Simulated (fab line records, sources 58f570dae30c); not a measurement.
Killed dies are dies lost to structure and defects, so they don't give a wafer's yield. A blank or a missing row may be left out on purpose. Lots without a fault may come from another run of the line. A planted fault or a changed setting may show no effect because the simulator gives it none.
Tool commonality check | flow berkeley_cmos170 | 13 lots, 48 wafers sampled

WHY IT WAS OPENED
At UCB170_NWELL_TW_MEAS_16 the reading NWELL_TW is flagged on 3 of 13 lots. Wafers without a fault read 1252, standard deviation 7.2.
Rule: a lot is flagged when every wafer of it that has a number lies more than 4 standard deviations from that mean, or none has a number. The other lots count as sound.

lot  | measured    | on            | NWELL_TW, wafer by wafer      | flag
L577 | day 2 19:32 | film_metro-03 | 1250 1251 1241                |
L578 | day 2 19:32 | film_metro-01 | 1245 1237 1237                |
L579 | day 3 01:22 | film_metro-03 | 1254 1255 1257                |
L585 | day 4 09:52 | film_metro-03 | 1147 1139 1138 1139 1137 1150 | FLAGGED
L588 | day 5 00:59 | film_metro-01 | 1134 1138 1130 1140 1136 1141 | FLAGGED
L591 | day 5 09:50 | film_metro-03 | 1146 1142 1139 1152 1144 1146 | FLAGGED
L592 | day 5 21:20 | film_metro-04 | 1249 1245 1250                |
L593 | day 5 21:36 | film_metro-03 | 1255 1253 1255                |
L595 | day 6 10:05 | film_metro-01 | 1242 1240 1248                |
L597 | day 6 20:22 | film_metro-04 | 1256 1256 1266                |
L598 | day 7 01:12 | film_metro-03 | 1258 1253 1254                |
L599 | day 7 05:40 | film_metro-01 | 1239 1248 1247                |
L600 | day 7 10:43 | film_metro-03 | 1251 1242 1248                |
The numbers of the flagged lots are 1141 on average: -111 against the usual, or -15 standard deviations.

WHICH TOOL RAN EACH LOT
The record holds 1 process step before the reading, out of a route of 331 steps. In each cell: the tool, then ch and the chambers that the sampled wafers went through, then the start.
lot  | flag    | UCB170_NWELL_IMPLANT_14
L577 |         | implanter-01 ch 0, day 2 19:17
L578 |         | implanter-04 ch 0, day 2 19:17
L579 |         | implanter-04 ch 0, day 3 01:08
L585 | FLAGGED | implanter-04 ch 0, day 4 09:37
L588 | FLAGGED | implanter-04 ch 0, day 5 00:45
L591 | FLAGGED | implanter-04 ch 0, day 5 09:35
L592 |         | implanter-01 ch 0, day 5 21:05
L593 |         | implanter-02 ch 0, day 5 21:23
L595 |         | implanter-02 ch 0, day 6 09:50
L597 |         | implanter-02 ch 0, day 6 20:10
L598 |         | implanter-02 ch 0, day 7 00:57
L599 |         | implanter-02 ch 0, day 7 05:25
L600 |         | implanter-02 ch 0, day 7 10:29
What these steps do:
- UCB170_NWELL_IMPLANT_14
- UCB170_NWELL_TW_MEAS_16

FLAGGED OVER TOTAL, TOOL BY TOOL (the gauges that took the reading come last)
step                    | tool          | lots run | flagged | share of the flagged lots | sound lots run after its first flagged lot
UCB170_NWELL_IMPLANT_14 | implanter-01  | 2        | 0       | none                      | -
UCB170_NWELL_IMPLANT_14 | implanter-02  | 6        | 0       | none                      | -
UCB170_NWELL_IMPLANT_14 | implanter-04  | 5        | 3       | all                       | 0
UCB170_NWELL_TW_MEAS_16 | film_metro-01 | 4        | 1       | some                      | 2 (L595,L599)
UCB170_NWELL_TW_MEAS_16 | film_metro-03 | 7        | 2       | some                      | 3 (L593,L598,L600)
UCB170_NWELL_TW_MEAS_16 | film_metro-04 | 2        | 0       | none                      | -

WHAT THE TABLE ALLOWS
1 row of the table ran every flagged lot: implanter-04 at UCB170_NWELL_IMPLANT_14.
- implanter-04 at UCB170_NWELL_IMPLANT_14: 3 of its 5 lots flagged. Its last sound lot is L579 (day 3 01:08), its first flagged lot L585 (day 4 09:37): a fault that began between those two fits. Its own readings lie more than 4 standard deviations out on every wafer of the flagged lots: beam_energy_keV.
One tool is left: implanter-04 at UCB170_NWELL_IMPLANT_14.

WHAT THE SIMULATOR HAD PUT IN
Process parameter drift: implanter-04, from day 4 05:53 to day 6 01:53, at UCB170_NWELL_IMPLANT_14. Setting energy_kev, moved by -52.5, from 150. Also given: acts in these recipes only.
Lots struck among those shown: L585, L588, L591. The rule above found the same.
